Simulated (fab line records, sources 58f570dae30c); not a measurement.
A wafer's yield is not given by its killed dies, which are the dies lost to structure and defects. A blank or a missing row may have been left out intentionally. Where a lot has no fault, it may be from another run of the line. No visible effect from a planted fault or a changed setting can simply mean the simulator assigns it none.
Which of the tools did it? ; flow berkeleyCmos170 ; 42 wafers from 14 lots sampled at 3 of the route's 331 steps

WHAT EACH GAUGE READ, for each wafer
UCB170_PLDD_TW_MEAS_11.
lot;measured;on;PLDD_TW
L882;day 7 16:29;filmMetro-03;1010 1002 1001
L883;day 7 16:37;filmMetro-01;1000 1003 1005
L886;day 8 04:33;filmMetro-02;1014 1013 1013
L885;day 8 05:20;filmMetro-02;1015 1014 1011
L887;day 8 05:37;filmMetro-01;1001 1003 1005
L891;day 8 20:59;filmMetro-02;1012 1013 1013
L889;day 8 21:05;filmMetro-02;1018 1012 1011
L890;day 8 21:14;filmMetro-01;1002 1000 1007
L894;day 9 16:26;filmMetro-01;1001 999 996
L896;day 10 02:40;filmMetro-02;1012 1011 1017
L898;day 10 09:54;filmMetro-03;1056 1054 1057 1056 1060 1060
L899;day 10 10:28;filmMetro-02;1064 1063 1069 1070 1070 1068
L902;day 11 01:11;filmMetro-03;1000 1007 1003
L904;day 11 14:22;filmMetro-03;1012 1008 1002

UCB170_SDANNEAL_RS_MEAS_04: the measuring method here is four-point-probe.
lot;measured;on;PLDD_RS (ohm/sq)
L882;day 8 03:59;filmMetro-03;1035.6 1031.1 1034.5
L883;day 8 05:00;filmMetro-03;1031.9 1032.2 1031.1
L886;day 8 17:11;filmMetro-01;1038.5 1032.2 1032.5
L885;day 8 17:43;filmMetro-03;1035.9 1033.0 1034.2
L887;day 8 18:05;filmMetro-02;1036.0 1034.6 1035.0
L891;day 9 11:13;filmMetro-02;1031.1 1031.3 1035.8
L889;day 9 11:23;filmMetro-01;1033.4 1034.3 1034.8
L890;day 9 11:41;filmMetro-03;1030.5 1028.3 1031.8
L894;day 10 08:08;filmMetro-03;1031.3 1030.2 1030.7
L896;day 10 17:21;filmMetro-03;1031.9 1035.4 1034.9
L898;day 11 00:32;filmMetro-01;899.4 903.8 902.4 902.3 903.0 902.7
L899;day 11 01:01;filmMetro-02;902.6 903.4 905.9 901.7 902.5 904.4
L902;day 11 17:36;filmMetro-03;1032.0 1031.2 1032.0
L904;day 12 07:14;filmMetro-02;1028.4 1030.5 1031.7

WHICH TOOL RAN EACH LOT (tool, then ch and the chambers of the sampled wafers, then the start)
lot;UCB170_PLDD_IMPLANT_09
L882;implanter-02 ch 0, day 7 16:14
L883;implanter-03 ch 0, day 7 16:23
L886;implanter-01 ch 0, day 8 04:18
L885;implanter-03 ch 0, day 8 05:05
L887;implanter-02 ch 0, day 8 05:22
L891;implanter-01 ch 0, day 8 20:46
L889;implanter-02 ch 0, day 8 20:51
L890;implanter-03 ch 0, day 8 21:00
L894;implanter-03 ch 0, day 9 16:11
L896;implanter-02 ch 0, day 10 02:27
L898;implanter-02 ch 0, day 10 09:39
L899;implanter-02 ch 0, day 10 10:14
L902;implanter-01 ch 0, day 11 00:56
L904;implanter-01 ch 0, day 11 14:08
- UCB170_PLDD_IMPLANT_09

AS READ BY THE TOOLS THEMSELVES (means over the sampled wafers that have a number; for cases with no such wafer, the mark the record gives instead)
UCB170_PLDD_IMPLANT_09.
lot;tool;beamOnS (s);doseIonsCm2;faradayCurrentUA
L882;implanter-02;10.27;5e+13;153.8
L883;implanter-03;9.77;5e+13;162.0
L886;implanter-01;10.02;5e+13;158.1
L885;implanter-03;10.22;5e+13;155.2
L887;implanter-02;10.10;5e+13;156.8
L891;implanter-01;9.88;5e+13;160.4
L889;implanter-02;10.06;5e+13;157.3
L890;implanter-03;10.16;5e+13;156.0
L894;implanter-03;10.11;5e+13;156.8
L896;implanter-02;10.01;5e+13;158.4
L898;implanter-02;12.40;7e+13;175.1
L899;implanter-02;12.26;7e+13;177.5
L902;implanter-01;9.82;5e+13;161.0
L904;implanter-01;10.04;5e+13;157.8

THE ANSWER, worked out from the rows above alone
Rule: what is usual is taken from the lots themselves. Put in order of their means at a reading, lots are off if they are a third of the lots or fewer, leave a main group of 4 or more, and stand apart from it by a gap of 3 or more times the standard deviation of the main group's means; of several such gaps the widest counts. Not used: any main group whose means are identical at the precision the tables above print for the reading. A lot without any number at a reading at which 4 lots or more have one is off too. Any other lot the step has rows for is counted as sound. The gauges are gone through in route order, then the tools' own readings, and for those a lot's mean is taken as printed above. At the first step where some lot is off, the reading lying furthest off is the one used; lots without a number count as furthest.
Off: at UCB170_PLDD_TW_MEAS_11 (PLDD_TW), L898, L899. The main group: mean 1007, standard deviation 5.3.
A tool fits if, at a process step before that reading, it ran every lot that is off, and no sound lot after the first of them. Not tried: the gauges at UCB170_PLDD_TW_MEAS_11; whatever is off there is also off at UCB170_PLDD_IMPLANT_09, on other tools, and gauge error can't account for it. One candidate fits, namely implanter-02 at UCB170_PLDD_IMPLANT_09. Its last sound lot is L896 (day 10 02:27), its first lot that is off L898 (day 10 09:39): a fault that began between those two fits.
The tool's own readings at UCB170_PLDD_IMPLANT_09 bear it out: on the lots that are off they differ by more than 5 times the standard deviation of the sound lots' means. beamOnS reads 12.33 s there against 10.04 s on the sound lots; doseIonsCm2 reads 7e+13 there against 5e+13 on the sound lots; faradayCurrentUA reads 176.3 there against 157.8 on the sound lots.

WHAT WAS PUT IN BY THE SIMULATOR
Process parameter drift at UCB170_PLDD_IMPLANT_09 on implanter-02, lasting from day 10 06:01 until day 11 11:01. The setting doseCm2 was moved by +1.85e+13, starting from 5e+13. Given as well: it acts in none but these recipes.
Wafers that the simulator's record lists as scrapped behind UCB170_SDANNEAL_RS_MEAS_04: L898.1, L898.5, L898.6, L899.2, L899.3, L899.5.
Lots struck among those shown: L898, L899. The rule given above showed the same thing.
